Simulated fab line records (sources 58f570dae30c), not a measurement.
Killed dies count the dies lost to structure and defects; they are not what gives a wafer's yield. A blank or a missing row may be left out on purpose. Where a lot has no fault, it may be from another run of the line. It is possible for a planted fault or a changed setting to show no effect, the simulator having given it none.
Problem report, 8D (eight disciplines) form, completed by code + flow berkeleyCmos170 + the parts of the form that need people (team, actions taken, sign-off) are left out

== 1. THE PROBLEM ==
On 3 wafers of 1 lot, exposureDoseMJCm2 at UCB170_GATE_EXPOSE_09 has a mean of 20.823; fault-free wafers read 20.989, standard deviation 0.023. Measured from the usual mean, that is -7.2 standard deviations.
The step: exposes mask POLY, target cd 350 nm.
The first sign was on wafer L537.3 at day 10 11:13, on krfScanner-02. At this step, 39 wafers from 13 lots have a number in the record. Rule for "out" (also "out of limits"): further than 4 standard deviations from the usual mean. Any other wafer with a number is counted as sound.

== 2. WHAT IT IS; WHAT IT IS NOT ==
| question                    | is                     | is not                                                                    |
|-----------------------------|------------------------|---------------------------------------------------------------------------|
| which readings at this step | exposureDoseMJCm2      | -                                                                         |
| which lots                  | L537                   | L517, L518, L519, L523, L524, L525, L528, L530, L532, L533, L538, L540    |
| which wafers of those lots  | all that have a number | -                                                                         |
| read on which tools         | krfScanner-02          | krfScanner-01                                                             |
| when                        | from day 10 11:13      | up to then (30 sound wafers); but 6 sound wafers of L538, L540 came after |

== 3. WHAT RULES OUT EACH SUSPECT ==
Counting: a tool at a process step up to the reading stays a suspect if it ran every lot that is out and no sound lot after the first of them.
- krfScanner-02 at UCB170_GATE_EXPOSE_09 (exposes mask POLY, target cd 350 nm): kept. It ran the lot that is out, L537 (day 10 11:13), and no sound lot after that; its last sound lot up to then is L532 (day 9 06:20). Its own exposureDoseMJCm2 readings are out on those wafers.
Remaining after the count: krfScanner-02 at UCB170_GATE_EXPOSE_09.

== 4. THE CAUSE (what the simulator had put in) ==
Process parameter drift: krfScanner-02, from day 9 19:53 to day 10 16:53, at UCB170_GATE_EXPOSE_09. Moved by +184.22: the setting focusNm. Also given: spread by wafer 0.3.
The count eliminated every tool but this one.

== 5. THE EFFECT CHAIN, in route order ==
One row per reading whose mean, taken over the struck wafers that have a number, lies over 3 standard deviations from the usual. Only readings whose record carries a usual standard deviation are examined. hours: median over the lots of the time between each lot's start at the first step of this table that gives one and its start at this step. sigmas: the change, counted in usual standard deviations.
| hours | step                  | reading           | usual  | on struck wafers | change | sigmas |
|-------|-----------------------|-------------------|--------|------------------|--------|--------|
| 0     | UCB170_GATE_EXPOSE_09 | exposureDoseMJCm2 | 20.989 | 20.823           | -0.166 | -7.2   |
The process steps in it:
- UCB170_GATE_EXPOSE_09: exposes mask POLY, target cd 350 nm.

== 6. WHAT WOULD HAVE CAUGHT IT SOONER ==
In this record no reading fell out of limits until day 10 11:13, 15 hours after the fault had begun at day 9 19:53.
